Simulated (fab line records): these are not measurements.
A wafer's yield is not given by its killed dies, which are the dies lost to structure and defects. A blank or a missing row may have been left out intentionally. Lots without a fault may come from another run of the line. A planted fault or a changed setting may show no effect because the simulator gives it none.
A lot that was struck, set against a sound lot | flow rit cmos | 44 steps out of a route of 202
Sound: these wafers, L719.2, L719.3, L719.4. Struck: wafers L721.3, L721.5, L721.6. The cause comes at the end.
For every step that has rows: the tool of each side, followed by ch and its chambers, followed by its first start. Under that, the readings that differ: sound wafers | struck wafers | difference of the means | sigmas: that difference in standard deviations of wafers without a fault.
alike: a reading whose means differ by less than 2 such deviations, as well as words and numbers matching on both sides. not compared: withheld readings; readings where some wafer has no value; bounds like >300 that might hide an equal value; numbers whose values overlap and for which the record gives no deviation.
Wherever a step has rows on one side only, a row that says differs or no value, or a row with sigmas, the two part there. Numbers that have no deviation but don't overlap get no sigmas and don't part them. A reading missing from all wafers of one side parts the sides only when that side holds two or more wafers.

first, 3 steps without rows for these wafers: RIT_GATE_EXPOSE_13 (exposes mask M6, target cd 150 nm); RIT_GATE_PEB_14; RIT_GATE_DEVELOP_15 (develop time 50 s).
RIT_GATE_CD_MEAS_16: target cd 150 nm.
  sound on cd sem-01 at day 3 05:11; struck on cd sem-02 at day 3 13:26
  alike: cd nm
RIT_GATE_OVL_MEAS_17:
  sound on overlay-02 at day 3 05:18; struck on overlay-02 at day 3 13:32
  alike: GATE_OVL
then, 1 step without rows for these wafers: RIT_GATE_HARDBAKE_18 (time 60 s).
RIT_GATE_ETCH_19: etches poly-Si in SF6/CHF3/O2, stops on SiO2, time 165 s, target depth 312.5 nm.
  sound on rie si-01 ch 0,1,3, day 3 05:29; struck on rie si-01 ch 0,1,2, day 3 13:42
  alike: O2_flow_sccm, SF6_flow_sccm, drypump motor current A, oes product au, rf fwd power W, throttle valve pct
  not compared: rf hours counter h
RIT_GATE_STRIP_20: strips in O2, time 180 s.
  sound on plasma asher-01 ch 0,1, day 3 05:35; struck on plasma asher-03 ch 0,1, day 3 13:52
  alike: drypump motor current A
  not compared: rf hours counter h
RIT_GATE_CD_MEAS_90: target cd 150 nm.
  sound on cd sem-02 at day 3 05:47; struck on cd sem-01 at day 3 14:01
  alike: cd nm
then, 3 steps without rows for these wafers: RIT_REOX_CLEAN_00 (cleans in SC1, time 591.2 s); RIT_REOX_CLEAN_01 (cleans in dHF, time 30 s); RIT_REOX_CLEAN_02 (cleans in SC2, time 600 s).
RIT_REOX_OXIDATION_03: target thk 25.2 nm, ox time 5580 s.
  sound on furnace-01 ch 0, day 3 06:17; struck on furnace-01 ch 0, day 3 15:37
  reading                                     | sound             | struck            | difference | sigmas
  ox time s (s)                               | 5580 5580 5580    | 2511 2511 2511    | -3069      |
  model.SiO2_of_REOX_OXIDATION_03.thk nm (nm) | 26.2 25.81 25.87  | 14.63 14.62 14.95 | -11.23     |
  model.poly-Si_of_GATE_CVD_08.thk nm (nm)    | 233.2 230.5 232.5 | 236.9 236.6 234.2 | +3.8       |
  alike: spike tc centre C
RIT_REOX_THK_MEAS_04:
  sound on film metro-02 at day 3 08:50; struck on film metro-01 at day 3 18:11
  reading             | sound          | struck         | difference | sigmas
  REOX_OXIDE_THK (nm) | 26.3 25.9 25.9 | 14.6 14.6 15.0 | -11.3      | -25
then, 6 steps without rows for these wafers: RIT_NLDD_HMDS_00 (prime time 60 s); RIT_NLDD_COAT_01 (resist thk 1000 nm); RIT_NLDD_SOFTBAKE_02 (time 60 s); RIT_NLDD_EXPOSE_03 (exposes mask M7, target cd 40700 nm); RIT_NLDD_PEB_04; RIT_NLDD_DEVELOP_05 (develop time 50 s).
RIT_NLDD_OVL_MEAS_06:
  sound on overlay-01 at day 3 09:52; struck on overlay-02 at day 3 19:13
  reading       | sound          | struck      | difference | sigmas
  NLDD_OVL (nm) | -0.8 -2.5 -1.1 | 2.9 2.0 1.2 | +3.5       | +3
then, 2 steps without rows for these wafers: RIT_NLDD_HARDBAKE_07 (time 60 s); RIT_NLDD_IMPLANT_08.
RIT_NLDD_STRIP_09: strips in O2, time 180 s.
  sound on plasma asher-02 ch 0,1, day 3 10:12; struck on plasma asher-02 ch 0,1, day 3 19:47
  alike: drypump motor current A
  not compared: rf hours counter h
RIT_NLDD_TW_MEAS_10:
  sound on film metro-02 at day 3 10:23; struck on film metro-03 at day 3 19:55
  alike: NLDD_TW
then, 6 steps without rows for these wafers: RIT_PLDD_HMDS_00 (prime time 60 s); RIT_PLDD_COAT_01 (resist thk 1000 nm); RIT_PLDD_SOFTBAKE_02 (time 60 s); RIT_PLDD_EXPOSE_03 (exposes mask M8, target cd 40900 nm); RIT_PLDD_PEB_04; RIT_PLDD_DEVELOP_05 (develop time 50 s).
RIT_PLDD_OVL_MEAS_06:
  sound on overlay-02 at day 3 11:25; struck on overlay-02 at day 3 20:49
  alike: PLDD_OVL
then, 2 steps without rows for these wafers: RIT_PLDD_HARDBAKE_07 (time 60 s); RIT_PLDD_IMPLANT_08.
RIT_PLDD_STRIP_09: strips in O2, time 180 s.
  sound on plasma asher-02 ch 0,1, day 3 11:45; struck on plasma asher-02 ch 0,1, day 3 21:12
  alike: drypump motor current A
  not compared: rf hours counter h
RIT_PLDD_TW_MEAS_10:
  sound on film metro-02 at day 3 11:56; struck on film metro-03 at day 3 21:20
  alike: PLDD_TW
RIT_SPACER_CLEAN_00: cleans in SC1, time 600 s.
  sound on wet bench-03 ch 2, day 3 11:59; struck on wet bench-03 ch 3, day 3 21:23
  reading                                     | sound             | struck            | difference | sigmas
  model.SiO2_of_REOX_OXIDATION_03.thk nm (nm) | 24.16 23.81 23.86 | 13.49 13.48 13.79 | -10.36     |
then, 3 steps without rows for these wafers: RIT_SPACER_CLEAN_01 (cleans in dHF, time 30 s); RIT_SPACER_CLEAN_02 (cleans in SC2, time 600 s); RIT_SPACER_CVD_03 (deposits Si3N4 from SiH2Cl2/NH3, target thk 250 nm, time 3300 s).
RIT_SPACER_THK_MEAS_04:
  sound on film metro-01 at day 3 14:29; struck on film metro-04 at day 3 23:41
  reading                 | sound             | struck            | difference | sigmas
  SPACER_NITRIDE_THK (nm) | 254.1 255.2 254.3 | 248.8 249.1 249.5 | -5.4       | -2
RIT_SPACER_ETCHBACK_05: etches Si3N4 in SF6/CHF3, stops on SiO2, target depth 250 nm, time 240 s.
  sound on rie diel-01 ch 0,2,3, day 3 14:32; struck on rie diel-04 ch 0,1,2, day 3 23:43
  reading               | sound             | struck            | difference | sigmas
  oes product au (a.u.) | 0.880 0.872 0.830 | 0.838 0.827 0.822 | -0.032     | -2
  alike: SF6_flow_sccm, drypump motor current A, rf fwd power W, throttle valve pct
  not compared: rf hours counter h
RIT_SDANNEAL_CLEAN_02: cleans in SC2, time 600 s.
  sound on wet bench-01 ch 3, day 3 17:50; struck on wet bench-02 ch 0, day 4 03:02
  reading                                  | sound             | struck            | difference | sigmas
  model.poly-Si_of_GATE_CVD_08.thk nm (nm) | 161.2 158.8 161.6 | 165.9 166.8 166.3 | +5.8       |
RIT_M1_PROBE_99:
  sound on prober-01 at day 4 02:19; struck on prober-01 at day 4 11:46
  reading                             | sound           | struck            | difference | sigmas
  model.etest.pmos turned.r on ohm um | 3562 3456 3486  | 2594 2490 2568    | -951       |
  model.etest.pmos_0p3.r on ohm um    | 6345 6224 6259  | 5615 5534 5581    | -699       |
  model.etest.pmos_0p15.r on ohm um   | 2856 2772 2780  | 2198 2094 2180    | -645       |
  model.etest.pldd.rs ohm sq          | 529.3 509.8 515 | 244.6 242.6 246.2 | -273.6     |
  model.etest.nldd.rs ohm sq          | 379.4 373.4 368 | 247.9 246.5 249.3 | -125.7     |
  model.etest.nmos_0p15.r on ohm um   | 1181 1149 1141  | 1053 993.3 992.4  | -144       |
  model.etest.nmos_0p3.r on ohm um    | 2218 2169 2181  | 2084 2029 2044    | -137       |
  model.etest.nmos turned.drive ua um | 304 319.1 313.5 | 419 435 424.7     | +114       |
  alike: killed_at_M0_to_M3, killed at contacts, killed at front end, killed dies, killed open, killed short

== WHERE THEY PART ==
Earliest at RIT_REOX_THK_MEAS_04; latest, in this record, at RIT_SPACER_ETCHBACK_05. Later steps at which nothing parts them and some readings are alike: RIT_M1_PROBE_99.

WHY: what had been put in by the simulator
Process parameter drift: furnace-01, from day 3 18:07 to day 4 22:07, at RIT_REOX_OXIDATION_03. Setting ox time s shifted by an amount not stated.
